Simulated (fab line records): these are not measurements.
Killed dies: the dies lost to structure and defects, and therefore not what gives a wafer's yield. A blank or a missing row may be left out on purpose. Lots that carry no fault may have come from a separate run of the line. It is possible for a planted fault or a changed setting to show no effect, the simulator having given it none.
fab line records    flow berkeleyCmos170
[record] lots = 6  wafers = 18  lastDay = 12
route steps=331 shown NSD@193 BACKSIDE@199 SDANNEAL@204 PSD@206 PLDD@208 NLDD@209 M3@331
lots that met no fault: taken from a fault-free run of the same line
startH: the number of hours between the record's first day and the start of the first shown wafer of the lot    waitH: hours elapsed since this lot's preceding step    " the same as in the row above    L1.1+2: a row that stands for several wafers    - no value present, or no start provided    * or withheld: withheld    < > ~ a bound
route shown NAME@n: names a module that has steps shown in the file, with the first one's number in the route    usual: mean/standard deviation of fault-free wafers    same: alike in all rows    chamber/n: place in a boat    sites: each site's reading    _std_site: standard deviation across them    _edge_site: inner sites' mean taken away from outer sites' mean    radiusMm: how far each site lies from the wafer's centre    mask NAME#n: copy n    behind: the most recent tool/chamber to have shaped the wafer    hold: reason for holding the lot/hours on hold/outcome of the hold    device: transistor that didn't switch, given as n, p or np    end of line: the same wafers' tests at the end of the route    for a step that has no rows: nothing shown but its recipe    killed: not the wafer's yield, but the dies lost to structure and defects at the first sort    map: shows each die of a wafer: x if killed, . if not, _ if none is there
set.NAME: the run value of the setting; set.NAME@STEP: its run value at that earlier step    model.NAME: the simulator's own value behind a step, which no gauge read
a table for each step, a row for each wafer; lots at some steps of the route
services: when a tool's chamber went out of use (startH, in hours from the record's first day, below 0 if earlier), for how many hours, and the reason
[[steps]]
[step UCB170_NSD_CD_MEAS_06]
[recipe] targetCdNm = 1200
[usual] cdNm = 1199.9/1.3
lot.wafer  tool      chamber  startH  waitH  cdNm
L911.1     cdSem-01  -        174.99  -      1200.8
L911.3     "         -        "       "      1200.2
L911.5     "         -        "       "      1199.9
L914.3     cdSem-02  -        184.96  -      1199.8
L914.4     "         -        "       "      1199.1
L914.6     "         -        "       "      1200.4
L916.1     cdSem-02  -        185.16  -      1200.8
L916.4     "         -        "       "      1200.1
L916.5     "         -        "       "      1201.0
L919.2     cdSem-02  -        206.48  -      1198.1
L919.3     "         -        "       "      1199.8
L919.5     "         -        "       "      1201.1
L929.1     cdSem-01  -        261.87  -      1201.3
L929.2     "         -        "       "      1200.0
L929.6     "         -        "       "      1198.7
L930.1     cdSem-02  -        262.15  -      1202.1
L930.2     "         -        "       "      1201.0
L930.4     "         -        "       "      1199.9
[step UCB170_NSD_OVL_MEAS_07]
[usual] NSD_OVL = -1/4.7
lot.wafer  tool        chamber  startH  waitH  NSD_OVL[nm]
L911.1     overlay-02  -        175.11  0.1    -1
L911.3     "           -        "       "      1
L911.5     "           -        "       "      -7
L914.3     overlay-02  -        185.05  0.1    -10
L914.4     "           -        "       "      -5
L914.6     "           -        "       "      -5
L916.1     overlay-02  -        185.28  0.1    -6
L916.4     "           -        "       "      0
L916.5     "           -        "       "      1
L919.2     overlay-02  -        206.59  0.1    -4
L919.3     "           -        "       "      -7
L919.5     "           -        "       "      2
L929.1     overlay-01  -        261.99  0.1    7
L929.2     "           -        "       "      3
L929.6     "           -        "       "      -1
L930.1     overlay-02  -        262.27  0.1    4
L930.2     "           -        "       "      7
L930.4     "           -        "       "      -3
[step UCB170_NSD_IMPLANT_08]
[recipe] species = P  doseCm2 = 3e+15  energyKev = 40  tiltDeg = 7
[step UCB170_NSD_STRIP_09]
[recipe] chemistry = O2  powerW = 406.2  pressureMtorr = 3500  platenTempC = withheld  o2FlowSccm = 400  overashFraction = 0.5
[usual] drypumpMotorCurrentA = 5.7/0.46  oesProductAu = 0.536/0.0045  stripTimeToEndpointS = 35.22/0.094
lot.wafer  tool            chamber  startH  waitH  drypumpMotorCurrentA  oesProductAu  rfHoursCounterH  stripTimeToEndpointS
L911.1     plasmaAsher-01  1        175.30  0.1    4.9                   0.538         42               35.21
L911.3     "               1        "       "      4.9                   0.536         -                35.32
L911.5     "               0        "       "      6.2                   0.538         -                35.28
L914.3     plasmaAsher-01  1        185.26  0.1    4.9                   0.543         -                35.20
L914.4     "               0        "       "      6.2                   0.537         -                35.15
L914.6     "               0        "       "      6.2                   0.536         -                35.09
L916.1     plasmaAsher-01  0        185.47  0.1    6.2                   0.528         44               35.36
L916.4     "               1        "       "      4.9                   0.539         -                35.31
L916.5     "               0        "       "      6.2                   0.538         -                35.27
L919.2     plasmaAsher-04  0        206.77  0.1    6.2                   0.539         43               35.28
L919.3     "               0        "       "      6.2                   0.528         -                35.35
L919.5     "               1        "       "      5.3                   0.537         -                35.30
L929.1     plasmaAsher-01  0        262.18  0.1    6.2                   0.535         52               35.29
L929.2     "               1        "       "      4.9                   0.538         52               35.33
L929.6     "               1        "       "      4.9                   0.525         -                35.52
L930.1     plasmaAsher-02  1        262.45  0.1    5.7                   0.541         54               35.10
L930.2     "               0        "       "      5.5                   0.537         54               35.10
L930.4     "               1        "       "      5.7                   0.528         -                35.04
[step UCB170_NSD_TW_MEAS_10]
[usual] NSD_TW = 4182/37
lot.wafer  tool          chamber  startH  waitH  NSD_TW
L911.1     filmMetro-03  -        175.40  0.1    4219
L911.3     "             -        "       "      4219
L911.5     "             -        "       "      4202
L914.3     filmMetro-03  -        185.35  0.1    4224
L914.4     "             -        "       "      4208
L914.6     "             -        "       "      4200
L916.1     filmMetro-01  -        185.57  0.1    4167
L916.4     "             -        "       "      4170
L916.5     "             -        "       "      4169
L919.2     filmMetro-04  -        206.88  0.1    4230
L919.3     "             -        "       "      4211
L919.5     "             -        "       "      4234
L929.1     filmMetro-01  -        262.28  0.1    4139
L929.2     "             -        "       "      4138
L929.6     "             -        "       "      4142
L930.1     filmMetro-01  -        262.55  0.1    4166
L930.2     "             -        "       "      4134
L930.4     "             -        "       "      4153
[step UCB170_NSD_CLEAN_11]
[recipe] chemistry = SPM  tempC = 120  timeS = 600
[step UCB170_BACKSIDE_HMDS_00]
[recipe] primeTimeS = 60  primeTempC = 100
[step UCB170_BACKSIDE_COAT_01]
[recipe] resist = KrF  spinRpm = 1500  resistThkNm = 900
[step UCB170_BACKSIDE_SOFTBAKE_02]
[recipe] resist = KrF  tempC = 130  timeS = 60
[step UCB170_BACKSIDE_STRIP_03]
[recipe] chemistry = O2  powerW = 400  pressureMtorr = 3500  platenTempC = withheld  o2FlowSccm = 400  overashFraction = 0.5
[usual] drypumpMotorCurrentA = 5.9/0.47  oesProductAu = 0.734/0.0047  stripTimeToEndpointS = 21.93/0.066
lot.wafer  tool            chamber  startH  waitH  drypumpMotorCurrentA  oesProductAu  rfHoursCounterH  stripTimeToEndpointS
L911.1     plasmaAsher-03  0        177.26  0.1    6.8                   0.729         7                21.92
L911.3     "               0        "       "      6.8                   0.737         -                22.04
L911.5     "               1        "       "      6.4                   0.738         -                22.02
L914.3     plasmaAsher-04  0        186.11  0.1    6.2                   0.735         -                21.87
L914.4     "               1        "       "      5.3                   0.738         -                21.95
L914.6     "               1        "       "      5.3                   0.730         -                21.93
L916.1     plasmaAsher-02  0        186.33  0.1    5.5                   0.733         46               21.87
L916.4     "               0        "       "      5.5                   0.732         -                21.85
L916.5     "               1        "       "      5.7                   0.732         -                21.92
L919.2     plasmaAsher-02  0        208.91  0.1    5.5                   0.733         48               21.90
L919.3     "               1        "       "      5.7                   0.728         -                21.91
L919.5     "               1        "       "      5.7                   0.734         -                21.83
L929.1     plasmaAsher-04  0        263.32  0.1    6.3                   0.734         49               21.92
L929.2     "               1        "       "      5.4                   0.740         49               21.91
L929.6     "               0        "       "      6.2                   0.732         -                21.93
L930.1     plasmaAsher-03  1        263.77  0.1    6.4                   0.735         14               22.00
L930.2     "               0        "       "      6.8                   0.734         14               21.99
L930.4     "               1        "       "      6.4                   0.745         -                22.04
[step UCB170_BACKSIDE_CLEAN_04]
[recipe] chemistry = SPM  tempC = 120  timeS = 600
[step UCB170_SDANNEAL_RTA_00]
[recipe] tempC = 900  timeS = 10  ambient = N2
[usual] chamberO2Ppm = 2.001/0.021  lampPowerPct = 24.2/1.1  wafer_temp_C_max = 904.5/1.2
lot.wafer  tool          chamber  startH  waitH  chamberO2Ppm  lampPowerPct  wafer_temp_C_max
L911.1     rtpAnneal-01  0        177.56  0.0    2.007         25.4          905.5
L911.3     "             0        "       "      2.010         25.4          905.0
L911.5     "             0        "       "      1.981         25.4          908.4
L914.3     rtpAnneal-02  0        186.38  0.0    1.994         23.1          904.5
L914.4     "             0        "       "      1.970         23.1          903.9
L914.6     "             0        "       "      1.956         23.1          903.9
L916.1     rtpAnneal-01  0        186.60  0.0    1.998         25.4          906.4
L916.4     "             0        "       "      1.946         25.4          903.8
L916.5     "             0        "       "      2.011         25.4          905.9
L919.2     rtpAnneal-01  0        209.20  0.0    1.994         25.4          906.6
L919.3     "             0        "       "      2.025         25.4          905.8
L919.5     "             0        "       "      2.004         25.4          905.0
L929.1     rtpAnneal-02  0        263.60  0.0    2.024         23.1          903.3
L929.2     "             0        "       "      2.029         23.1          904.6
L929.6     "             0        "       "      2.019         23.1          902.0
L930.1     rtpAnneal-02  0        264.12  0.0    2.012         23.1          903.9
L930.2     "             0        "       "      1.997         23.1          903.0
L930.4     "             0        "       "      2.046         23.1          902.8
[step UCB170_SDANNEAL_RTA_01]
[recipe] tempC = 1050  timeS = 5  ambient = N2
[usual] chamberO2Ppm = 2.001/0.023  lampPowerPct = 37.4/1.7  wafer_temp_C_max = 1055.2/1.4
lot.wafer  tool          chamber  startH  waitH  chamberO2Ppm  lampPowerPct  wafer_temp_C_max
L911.1     rtpAnneal-01  0        177.62  0.1    2.016         39.2          1059.4
L911.3     "             0        "       "      1.973         39.2          1056.2
L911.5     "             0        "       "      2.006         39.2          1057.5
L914.3     rtpAnneal-02  0        186.44  0.1    2.010         35.7          1054.2
L914.4     "             0        "       "      2.011         35.7          1052.9
L914.6     "             0        "       "      2.007         35.7          1053.1
L916.1     rtpAnneal-01  0        186.67  0.1    1.981         39.1          1058.2
L916.4     "             0        "       "      1.980         39.1          1056.2
L916.5     "             0        "       "      1.995         39.2          1056.3
L919.2     rtpAnneal-01  0        209.26  0.1    1.988         39.2          1054.7
L919.3     "             0        "       "      1.972         39.2          1057.2
L919.5     "             0        "       "      2.003         39.2          1055.8
L929.1     rtpAnneal-02  0        263.73  0.1    2.010         35.7          1054.1
L929.2     "             0        "       "      2.015         35.6          1054.2
L929.6     "             0        "       "      2.030         35.7          1056.3
L930.1     rtpAnneal-02  0        264.19  0.1    2.000         35.7          1054.4
L930.2     "             0        "       "      1.963         35.7          1052.7
L930.4     "             0        "       "      1.946         35.7          1053.8
[step UCB170_SDANNEAL_RS_MEAS_02]
[recipe] thkMeasGauge = four-point-probe
[usual] PSD_RS = 75.65/0.25
lot.wafer  tool          chamber  startH  waitH  PSD_RS[ohm/sq]
L911.1     filmMetro-01  -        177.68  0.0    75.49
L911.3     "             -        "       "      75.33
L911.5     "             -        "       "      75.19
L914.3     filmMetro-04  -        186.52  0.1    75.37
L914.4     "             -        "       "      75.41
L914.6     "             -        "       "      75.25
L916.1     filmMetro-04  -        186.96  0.3    69.87
L916.4     "             -        "       "      70.02
L916.5     "             -        "       "      70.02
L919.2     filmMetro-01  -        209.33  0.1    69.92
L919.3     "             -        "       "      69.61
L919.5     "             -        "       "      69.86
L929.1     filmMetro-04  -        263.85  0.1    75.86
L929.2     "             -        "       "      75.91
L929.6     "             -        "       "      75.83
L930.1     filmMetro-04  -        264.39  0.2    75.77
L930.2     "             -        "       "      75.70
L930.4     "             -        "       "      75.60
[step UCB170_SDANNEAL_RS_MEAS_03]
[recipe] thkMeasGauge = four-point-probe
[usual] NSD_RS = 37.25/0.082
lot.wafer  tool          chamber  startH  waitH  NSD_RS[ohm/sq]
L911.1     filmMetro-01  -        177.80  0.1    37.18
L911.3     "             -        "       "      37.27
L911.5     "             -        "       "      37.35
L914.3     filmMetro-04  -        186.64  0.1    37.28
L914.4     "             -        "       "      37.26
L914.6     "             -        "       "      37.32
L916.1     filmMetro-04  -        187.08  0.1    35.98
L916.4     "             -        "       "      36.05
L916.5     "             -        "       "      36.12
L919.2     filmMetro-01  -        209.45  0.1    35.83
L919.3     "             -        "       "      35.89
L919.5     "             -        "       "      35.86
L929.1     filmMetro-04  -        263.97  0.1    37.26
L929.2     "             -        "       "      37.28
L929.6     "             -        "       "      37.11
L930.1     filmMetro-04  -        264.51  0.1    37.19
L930.2     "             -        "       "      37.37
L930.4     "             -        "       "      37.26
[step UCB170_SDANNEAL_RS_MEAS_04]
[recipe] thkMeasGauge = four-point-probe
[usual] PLDD_RS = 1031.2/2.6
lot.wafer  tool          chamber  startH  waitH  PLDD_RS[ohm/sq]
L911.1     filmMetro-01  -        177.92  0.1    1032.3
L911.3     "             -        "       "      1032.2
L911.5     "             -        "       "      1033.1
L914.3     filmMetro-04  -        186.76  0.1    1032.0
L914.4     "             -        "       "      1030.2
L914.6     "             -        "       "      1032.2
L916.1     filmMetro-04  -        187.20  0.1    1022.7
L916.4     "             -        "       "      1021.7
L916.5     "             -        "       "      1024.4
L919.2     filmMetro-01  -        209.57  0.1    1020.3
L919.3     "             -        "       "      1020.6
L919.5     "             -        "       "      1019.5
L929.1     filmMetro-04  -        264.09  0.1    1034.5
L929.2     "             -        "       "      1031.9
L929.6     "             -        "       "      1031.6
L930.1     filmMetro-04  -        264.63  0.1    1029.7
L930.2     "             -        "       "      1030.5
L930.4     "             -        "       "      1032.4
[step UCB170_SDANNEAL_RS_MEAS_05]
[recipe] thkMeasGauge = four-point-probe
[usual] NLDD_RS = 616.2/1.5
lot.wafer  tool          chamber  startH  waitH  NLDD_RS[ohm/sq]
L911.1     filmMetro-01  -        178.04  0.1    616.4
L911.3     "             -        "       "      616.4
L911.5     "             -        "       "      616.2
L914.3     filmMetro-04  -        186.88  0.1    615.8
L914.4     "             -        "       "      616.2
L914.6     "             -        "       "      615.0
L916.1     filmMetro-04  -        187.32  0.1    616.3
L916.4     "             -        "       "      614.1
L916.5     "             -        "       "      615.1
L919.2     filmMetro-01  -        209.69  0.1    616.1
L919.3     "             -        "       "      613.6
L919.5     "             -        "       "      613.4
L929.1     filmMetro-04  -        264.21  0.1    616.5
L929.2     "             -        "       "      614.9
L929.6     "             -        "       "      616.4
L930.1     filmMetro-04  -        264.75  0.1    618.7
L930.2     "             -        "       "      617.4
L930.4     "             -        "       "      620.1
[step UCB170_M3_PROBE_99]
lot.wafer  tool       chamber  startH  waitH  model.etest.contactPpoly.endOhmUm  model.etest.vpnp.gain
L911.1     prober-02  -        198.72  0.1    247.4                              11.3
L911.3     prober-02  -        198.82  0.2    233                                11.24
L911.5     prober-02  -        198.92  0.2    231.7                              11.13
L914.3     prober-01  -        212.72  0.2    234.2                              10.97
L914.4     prober-01  -        212.77  0.2    235.7                              10.99
L914.6     prober-01  -        212.87  0.2    224.4                              11
L916.1     prober-01  -        216.53  0.1    215                                11.6
L916.4     prober-01  -        216.68  0.2    213.9                              11.64
L916.5     prober-01  -        216.73  0.2    224                                11.62
L919.2     prober-01  -        233.59  0.1    221.4                              12.01
L919.3     prober-01  -        233.64  0.2    217                                12.07
L919.5     prober-01  -        233.74  0.2    214.6                              12.06
L929.1     prober-01  -        287.33  0.1    228.4                              11.68
L929.2     prober-01  -        287.38  0.1    236.9                              11.56
L929.6     prober-01  -        287.58  0.2    238.2                              11.76
L930.1     prober-02  -        290.79  0.1    229.4                              10.91
L930.2     prober-02  -        290.84  0.1    229.4                              11.06
L930.4     prober-02  -        290.94  0.2    231.9                              10.91
// killed by level:class
L911.1 START:geometricParticle:short=1 SPACER:geometricParticle:open=1
L911.3 GATE:geometricParticle:open=2 GATE:geometricParticle:short=1
L911.5 NWELL:geometricParticle:short=1 SILICIDE:geometricParticle:short=1
L914.3 START:geometricParticle:open=1 GATE:geometricParticle:open=1 SILICIDE:geometricParticle:short=1
L914.4 START:geometricParticle:short=1 SPACER:geometricParticle:open=1
L914.6 WELLDRIVE:geometricParticle:open=1 SCREENOX:geometricParticle:open=1 SILICIDE:geometricParticle:short=1 M3:geometricParticle:short=1
L916.1 M2:geometricParticle:short=2 SILICIDE:geometricParticle:open=1 M1:geometricParticle:short=1 ACTIVE:areaEtch=1
L916.4 SPACER:geometricParticle:open=1 SILICIDE:geometricParticle:open=1
L916.5 SPACER:geometricParticle:short=1 SILICIDE:geometricParticle:open=1 M2:geometricParticle:short=1
L929.1 SILICIDE:geometricParticle:short=2 SPACER:geometricParticle:short=1 SILICIDE:geometricParticle:open=1 M3:geometricParticle:short=1
L929.2 M2:geometricParticle:short=1
L929.6 SPACER:geometricParticle:short=2 WELLDRIVE:geometricParticle:open=1 M2:geometricParticle:short=1
L930.1 M1:geometricParticle:short=2 GATE:geometricParticle:open=1 GATE:geometricParticle:short=1
L930.2 SILICIDE:geometricParticle:short=2 SPACER:geometricParticle:short=1 SILICIDE:geometricParticle:open=1 CONTACT:geometricParticle:open=1 M2:geometricParticle:short=1
L930.4 ACTIVE:geometricParticle:short=1 M1:geometricParticle:short=1 V1:geometricParticle:open=1
[[services]]
tool            chamber  startH  hours  kind
plasmaAsher-02  -        180.40  4.5    repair
plasmaAsher-03  -        198.73  28.1   pm
rtpAnneal-01    -        209.45  2.0    pm
[[key]]
[firstSign] step = UCB170_SDANNEAL_RS_MEAS_02  reading = PSD_RS  direction = down  sigmas = 23  usual = 75.65  struck = 69.89
[effect] step = UCB170_SDANNEAL_RS_MEAS_03  reading = NSD_RS  direction = down  sigmas = 16  usual = 37.25  struck = 35.96
[effect] step = UCB170_SDANNEAL_RS_MEAS_04  reading = PLDD_RS  direction = down  sigmas = 3.8  usual = 1031.2  struck = 1021.5
[modelEffect] step = UCB170_M3_PROBE_99  value = etest.contactPpoly.endOhmUm  without = 235.7  struck = 217.6
metAt UCB170_SDANNEAL_RTA_01
struckWafers L916.1,L916.4,L916.5,L919.2,L919.3,L919.5
sortLeftOut L919.2,L919.3,L919.5
testerLeftOut L916,L919
onsetBetween 177.62 186.67
alsoFits UCB170_BACKSIDE_STRIP_03:plasmaAsher-02,UCB170_SDANNEAL_RTA_00:rtpAnneal-01
[fault] kind = processParameterDrift  tool = rtpAnneal-01  chamber = -  onsetH = 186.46  steps = UCB170_SDANNEAL_RTA_01  channel = timeS  offset = *  shape = step  endH = 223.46  actsIn = *  stated = *
// testerLeftOut: of these lots the tester's yield and bins aren't shown, on N5 and GAA mostly nor the transistor test; their killed dies are dies lost to structure and defects alone, not to doping, threshold or leakage, so they don't give the yield
// sortLeftOut: the simulated sort isn't trusted on such a fault, so these wafers' sort isn't shown, and their yield isn't known
